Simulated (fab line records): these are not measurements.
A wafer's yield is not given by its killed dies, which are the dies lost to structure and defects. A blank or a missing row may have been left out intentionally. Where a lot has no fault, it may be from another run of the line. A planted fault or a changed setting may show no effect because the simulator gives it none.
Split-lot study | flow rit cmos | 5 lots, 23 wafers read, on a route of 202 steps

## THE SPLIT ITSELF
At RIT_PWELL_IMPLANT_08, the setting dose cm2 was moved away from the recipe's 7e+13 on 11 of the 23 wafers read, by -3.8% to +7.2%. The other wafers ran this setting at the recipe's value.

## FROM THE SPLIT TO THE READING: what the file shows between them, 4 steps
- RIT_PWELL_STRIP_09: strips in O2, time 180 s
- RIT_PWELL_TW_MEAS_10
- RIT_WELLDRIVE_ANNEAL_00: time 14700 s
- RIT_WELLDRIVE_RS_MEAS_01: measures by four-point-probe

## THE READING
PWELL_RS in ohm/sq, measured at RIT_WELLDRIVE_RS_MEAS_02 by four-point-probe. On this fab line, fault-free wafers typically give 429.9 ohm/sq with a standard deviation of 1.3 ohm/sq.

wafer  | tool, chamber at the split | dose cm2 as run | against the recipe | PWELL_RS, ohm/sq | against lot-mates on the recipe
L075.1 | implanter-01, 0            | 7e+13           | recipe             | 429.5            | -
L075.2 | implanter-01, 0            | 7.137e+13       | +2.0%              | 423.7            | -5.4
L075.4 | implanter-01, 0            | 7.137e+13       | +2.0%              | 425.0            | -4.1
L075.5 | implanter-01, 0            | 7e+13           | recipe             | 428.8            | -
L075.6 | implanter-01, 0            | 7.137e+13       | +2.0%              | 423.9            | -5.2
L076.1 | implanter-04, 0            | 7e+13           | recipe             | 431.4            | -
L076.2 | implanter-04, 0            | 7e+13           | recipe             | 431.1            | -
L076.3 | implanter-04, 0            | 6.735e+13       | -3.8%              | 442.4            | +11.1
L076.4 | implanter-04, 0            | 6.735e+13       | -3.8%              | 442.7            | +11.4
L076.6 | implanter-04, 0            | 6.735e+13       | -3.8%              | 441.5            | +10.2
L078.1 | implanter-01, 0            | 7e+13           | recipe             | 430.0            | -
L078.2 | implanter-01, 0            | 6.85e+13        | -2.1%              | 436.0            | +6.5
L078.3 | implanter-01, 0            | 7e+13           | recipe             | 429.0            | -
L078.4 | implanter-01, 0            | 6.85e+13        | -2.1%              | 436.2            | +6.7
L078.5 | implanter-01, 0            | 6.85e+13        | -2.1%              | 434.6            | +5.1
L081.1 | implanter-04, 0            | 7.506e+13       | +7.2%              | 412.5            | -18.3
L081.2 | implanter-04, 0            | 7.506e+13       | +7.2%              | 411.1            | -19.7
L081.3 | implanter-04, 0            | 7e+13           | recipe             | 429.6            | -
L081.4 | implanter-04, 0            | 7e+13           | recipe             | 431.0            | -
L081.5 | implanter-04, 0            | 7e+13           | recipe             | 431.9            | -
L085.1 | implanter-01, 0            | 7e+13           | recipe             | 428.4            | -
L085.4 | implanter-01, 0            | 7e+13           | recipe             | 429.1            | -
L085.6 | implanter-01, 0            | 7e+13           | recipe             | 428.8            | -

THE FIT
A straight line over all 23 wafers: PWELL_RS changes by -2.73 ohm/sq for each +1% of dose cm2; r = -0.99; the points scatter about the line by 1.3 ohm/sq.
The same after taking each lot's own level away (the mean of its wafers on the recipe; 23 wafers): -2.71 ohm/sq for each +1%; r = -1.00; scatter 0.67 ohm/sq.
Per that fit: largest dose cm2 move, reading shift of 20 ohm/sq.
The span of the lots' own levels, 428.77 to 431.25 ohm/sq, comes to 1.9 times the standard deviation stated above.
The two slopes are in agreement: the lot-to-lot level therefore moves the slope only a little.
Check: with one of the wafers moved furthest among these (+7.2%) left out of the fit, the line predicts -19.9 ohm/sq for it against its lot-mates. It came out at -18.3 ohm/sq against them.

## THE OTHER SPLITS THESE WAFERS WENT THROUGH
Note: prior to the reading, these wafers also went through further splits. Each is held against what the fit with the lots' levels taken away leaves over:
other split on the same wafers  | wafers away from the commonest value | r with PWELL_RS (lot level and that fit taken away)
RIT_ACTIVE_EXPOSE_08 dose mj    | 10                                   | +0.31
RIT_NWELL_COAT_01 resist thk nm | 8                                    | -0.05
RIT_NWELL_IMPLANT_08 dose cm2   | 12                                   | +0.20
RIT_PWELL_COAT_01 resist thk nm | 7                                    | +0.43

## THE WHOLE CHAIN: every reading that the file lists as answering this split, in the file's order
step                     | what it does                 | reading  | change (the file's fit)           | r (the file's)
RIT_PWELL_TW_MEAS_10     |                              | PWELL_TW | +2.97 for each +1% of the setting | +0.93
RIT_WELLDRIVE_RS_MEAS_02 | measures by four-point-probe | PWELL_RS | -2.69 for each +1% of the setting | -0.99

## FILE'S OWN FIT
PWELL_RS changes by -2.69 ohm/sq for each +1% of dose cm2, r = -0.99.
